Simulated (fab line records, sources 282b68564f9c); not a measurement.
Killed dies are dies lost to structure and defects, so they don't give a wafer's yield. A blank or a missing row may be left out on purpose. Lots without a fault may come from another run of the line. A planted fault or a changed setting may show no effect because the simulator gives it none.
Problem report in the 8D (eight disciplines) form, filled by code | flow rit_cmos | the parts of the form that need people (team, actions taken, sign-off) are left out

1. THE PROBLEM
run_length_s at RIT_GATE_CLEAN_04 reads a mean of 146 s on 3 wafers of 1 lot; wafers without a fault read 89 s with a standard deviation of 3.8. That is +15 standard deviations from the usual mean.
The step: cleans in dHF, time 60 s.
First seen on wafer L680.1, day 4 09:38, on wet_bench-02. The record holds 36 wafers of 12 lots with a number at this step. Rule for "out", or "out of limits": more than 4 standard deviations from the usual mean. The other wafers with a number count as sound.

2. WHAT IT IS AND WHAT IT IS NOT
question                    | is                     | is not
which readings at this step | run_length_s           | -
which lots                  | L680                   | L670, L671, L672, L673, L674, L675, L677, L686, L689, L690, L693
which wafers of those lots  | all that have a number | -
read on which tools         | wet_bench-02           | wet_bench-01, wet_bench-04
when                        | from day 4 09:38       | up to then (21 sound wafers); but 12 sound wafers of L686, L689, L690, L693 came after

3. SUSPECTS, AND WHAT RULES EACH OUT
Counting: a tool at a process step up to the reading stays a suspect if it ran every lot that is out and no sound lot after the first of them.
- wet_bench-02 at RIT_GATE_CLEAN_04 (cleans in dHF, time 60 s): kept. It ran the lot that is out, L680 (day 4 09:38), and no sound lot after that; its last sound lot up to then is L677 (day 3 19:38). Its own readings are out on those wafers: run_length_s.
Left after counting: wet_bench-02 at RIT_GATE_CLEAN_04.

4. THE CAUSE (what the simulator had put in)
Process parameter drift: wet_bench-02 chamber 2, from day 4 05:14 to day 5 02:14, at RIT_GATE_CLEAN_04. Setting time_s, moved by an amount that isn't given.
Counting left only this tool.

5. THE CHAIN OF EFFECTS, in route order
Each row: a reading whose mean over the struck wafers that have a number lies more than 3 standard deviations from the usual. Only readings for which the record gives a usual standard deviation are gone through. hours: the time from each lot's start at the first step in this table that gives one to its start at this step, as a median over the lots. sigmas: the change in usual standard deviations.
hours | step              | reading      | usual | on struck wafers | change | sigmas
0     | RIT_GATE_CLEAN_04 | run_length_s | 89 s  | 146              | +57    | +15
The process steps in it:
- RIT_GATE_CLEAN_04: cleans in dHF, time 60 s.

6. WHAT WOULD HAVE CAUGHT IT SOONER
In this record the first reading out of limits was taken at day 4 09:38, 4 hours after the fault began at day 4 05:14.
